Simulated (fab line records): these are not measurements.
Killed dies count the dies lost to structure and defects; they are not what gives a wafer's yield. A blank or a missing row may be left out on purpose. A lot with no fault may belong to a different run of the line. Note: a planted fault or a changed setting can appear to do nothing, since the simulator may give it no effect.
Tool commonality check + flow berkeleyCmos170 + Lots sampled 14, wafers sampled 48

== WHY IT WAS OPENED ==
At UCB170_PLDD_TW_MEAS_11 the reading PLDD_TW is flagged on 2 of 14 lots. Wafers without a fault read 1013, standard deviation 4.7.
Rule: a lot gets a flag if all its wafers with a number sit over 4 standard deviations from that mean, or if no wafer of it has a number. As for the other lots, they are considered sound.

| lot  | measured     | on           | PLDD_TW, wafer by wafer | flag    |
|------|--------------|--------------|-------------------------|---------|
| L398 | day 6 10:02  | filmMetro-03 | 1013 1014 1013          |         |
| L400 | day 6 10:35  | filmMetro-04 | 1005 1008 1008          |         |
| L399 | day 6 10:53  | filmMetro-03 | 1014 1015 1016          |         |
| L402 | day 6 22:52  | filmMetro-04 | 1012 1007 1009          |         |
| L401 | day 7 11:35  | filmMetro-01 | 1017 1015 1012          |         |
| L405 | day 7 11:45  | filmMetro-04 | 1010 1010 1009          |         |
| L404 | day 7 11:59  | filmMetro-04 | 1009 1010 1000          |         |
| L408 | day 8 10:35  | filmMetro-01 | 1011 1009 1010          |         |
| L410 | day 8 19:03  | filmMetro-03 | 1017 1011 1013          |         |
| L414 | day 9 09:22  | filmMetro-04 | 1017 1011 1018          |         |
| L412 | day 9 09:30  | filmMetro-03 | 1013 1013 1008          |         |
| L415 | day 10 05:54 | filmMetro-01 | 1013 1018 1025          |         |
| L418 | day 10 06:22 | filmMetro-03 | 30 30 30 30 30 30       | FLAGGED |
| L416 | day 10 06:37 | filmMetro-01 | 30 30 30 30 30 30       | FLAGGED |
Flagged lots average 30: -983 relative to the usual, that is -99 or more standard deviations.

== TOOL THAT RAN EACH LOT ==
Before the reading, the record contains 2 process steps out of a 331-step route. Cell contents, in order: the tool; ch with the chambers the sampled wafers went through; the start.
| lot  | flag    | UCB170_GATE_STRIP_16                | UCB170_PLDD_STRIP_10                |
|------|---------|-------------------------------------|-------------------------------------|
| L398 |         | plasmaAsher-04 ch 0,1, day 6 07:34  | plasmaAsher-03 ch 0,1, day 6 09:56  |
| L400 |         | plasmaAsher-04 ch 1, day 6 07:44    | plasmaAsher-02 ch 0,1, day 6 10:29  |
| L399 |         | plasmaAsher-02 ch 0,1, day 6 07:49  | plasmaAsher-02 ch 0,1, day 6 10:47  |
| L402 |         | plasmaAsher-01 ch 0,1, day 6 19:47  | plasmaAsher-01 ch 0,1, day 6 22:46  |
| L401 |         | plasmaAsher-02 ch 0,1, day 7 08:56  | plasmaAsher-03 ch 0,1, day 7 11:28  |
| L405 |         | plasmaAsher-04 ch 1, day 7 09:13    | plasmaAsher-02 ch 0,1, day 7 11:38  |
| L404 |         | plasmaAsher-01 ch 0,1, day 7 09:32  | plasmaAsher-01 ch 0,1, day 7 11:53  |
| L408 |         | plasmaAsher-01 ch 0,1, day 8 08:46  | plasmaAsher-02 ch 0,1, day 8 10:28  |
| L410 |         | plasmaAsher-04 ch 0,1, day 8 16:45  | plasmaAsher-01 ch 0,1, day 8 18:57  |
| L414 |         | plasmaAsher-04 ch 0,1, day 9 07:07  | plasmaAsher-01 ch 0,1, day 9 09:16  |
| L412 |         | plasmaAsher-01 ch 0,1, day 9 07:20  | plasmaAsher-03 ch 0,1, day 9 09:24  |
| L415 |         | plasmaAsher-04 ch 0,1, day 10 03:30 | plasmaAsher-02 ch 1, day 10 05:47   |
| L418 | FLAGGED | plasmaAsher-01 ch 0, day 10 04:20   | plasmaAsher-01 ch 0,1, day 10 06:16 |
| L416 | FLAGGED | plasmaAsher-04 ch 0,1, day 10 04:37 | plasmaAsher-03 ch 0,1, day 10 06:31 |
What the steps here do:
- UCB170_GATE_STRIP_16: strips in O2.
- UCB170_PLDD_STRIP_10: strips in O2.
- UCB170_PLDD_TW_MEAS_11

== FLAGGED OVER TOTAL, TOOL BY TOOL (the gauges that took the reading come last) ==
| step                   | tool           | lots run | flagged | share of the flagged lots | sound lots run after its first flagged lot |
|------------------------|----------------|----------|---------|---------------------------|--------------------------------------------|
| UCB170_GATE_STRIP_16   | plasmaAsher-01 | 5        | 1       | some                      | 0                                          |
| UCB170_GATE_STRIP_16   | plasmaAsher-02 | 2        | 0       | none                      | -                                          |
| UCB170_GATE_STRIP_16   | plasmaAsher-04 | 7        | 1       | some                      | 0                                          |
| UCB170_PLDD_STRIP_10   | plasmaAsher-01 | 5        | 1       | some                      | 0                                          |
| UCB170_PLDD_STRIP_10   | plasmaAsher-02 | 5        | 0       | none                      | -                                          |
| UCB170_PLDD_STRIP_10   | plasmaAsher-03 | 4        | 1       | some                      | 0                                          |
| UCB170_PLDD_TW_MEAS_11 | filmMetro-01   | 4        | 1       | some                      | 0                                          |
| UCB170_PLDD_TW_MEAS_11 | filmMetro-03   | 5        | 1       | some                      | 0                                          |
| UCB170_PLDD_TW_MEAS_11 | filmMetro-04   | 5        | 0       | none                      | -                                          |

== WHAT IS ALLOWED BY THE TABLE ==
No row of the table ran every flagged lot.

== WHAT THE SIMULATOR PUT IN ==
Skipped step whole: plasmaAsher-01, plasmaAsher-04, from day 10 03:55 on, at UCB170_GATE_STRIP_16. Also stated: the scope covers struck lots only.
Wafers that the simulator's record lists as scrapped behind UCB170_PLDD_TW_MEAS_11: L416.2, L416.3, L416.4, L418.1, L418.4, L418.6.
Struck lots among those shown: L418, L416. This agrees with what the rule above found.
